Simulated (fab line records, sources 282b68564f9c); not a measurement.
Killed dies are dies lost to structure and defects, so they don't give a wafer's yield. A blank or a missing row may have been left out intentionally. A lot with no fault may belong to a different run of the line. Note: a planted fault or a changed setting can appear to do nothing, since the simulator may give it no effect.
What tool caused it?    flow rit-cmos    at 1 step of a route of 202, 6 lots with 18 wafers sampled

== WHAT EACH GAUGE READ, for each wafer ==
RIT_ACTIVE_CD_MEAS_11 targets a cd of 1400 nm.
lot   measured     on         cd-nm (nm)
L970  day 1 21:26  cd-sem-02  1394.0 1397.1 1394.9
L974  day 2 16:43  cd-sem-01  1399.1 1396.9 1397.8
L978  day 3 12:19  cd-sem-02  1401.7 1400.9 1402.0
L980  day 3 22:10  cd-sem-02  1403.5 1401.5 1400.6
L984  day 4 18:17  cd-sem-02  1400.7 1398.2 1399.3
L989  day 5 19:20  cd-sem-02  1392.9 1393.6 1393.3

== TOOL THAT RAN EACH LOT (tool first, then ch and the chambers of the sampled wafers, then the start) ==
The record holds no process step before these readings.

== THE ANSWER, worked out from the rows above alone ==
Rule: the usual values come from the lots themselves. The widest of any qualifying gaps counts: lots, ordered by their means at a reading, are off when they make up no more than a third of the lots, leave a main group of 4 or more, and stand apart from it by 3 or more times the standard deviation of that group's means. The tables above print the reading to a certain number of digits; a main group whose means all agree to those digits is not used. A lot without any number at a reading at which 4 lots or more have one is off too. Any other lot the step has rows for is counted as sound.
No lot is off on any of the readings shown, so nothing can be concluded from this.

== WHAT HAD BEEN PUT IN BY THE SIMULATOR ==
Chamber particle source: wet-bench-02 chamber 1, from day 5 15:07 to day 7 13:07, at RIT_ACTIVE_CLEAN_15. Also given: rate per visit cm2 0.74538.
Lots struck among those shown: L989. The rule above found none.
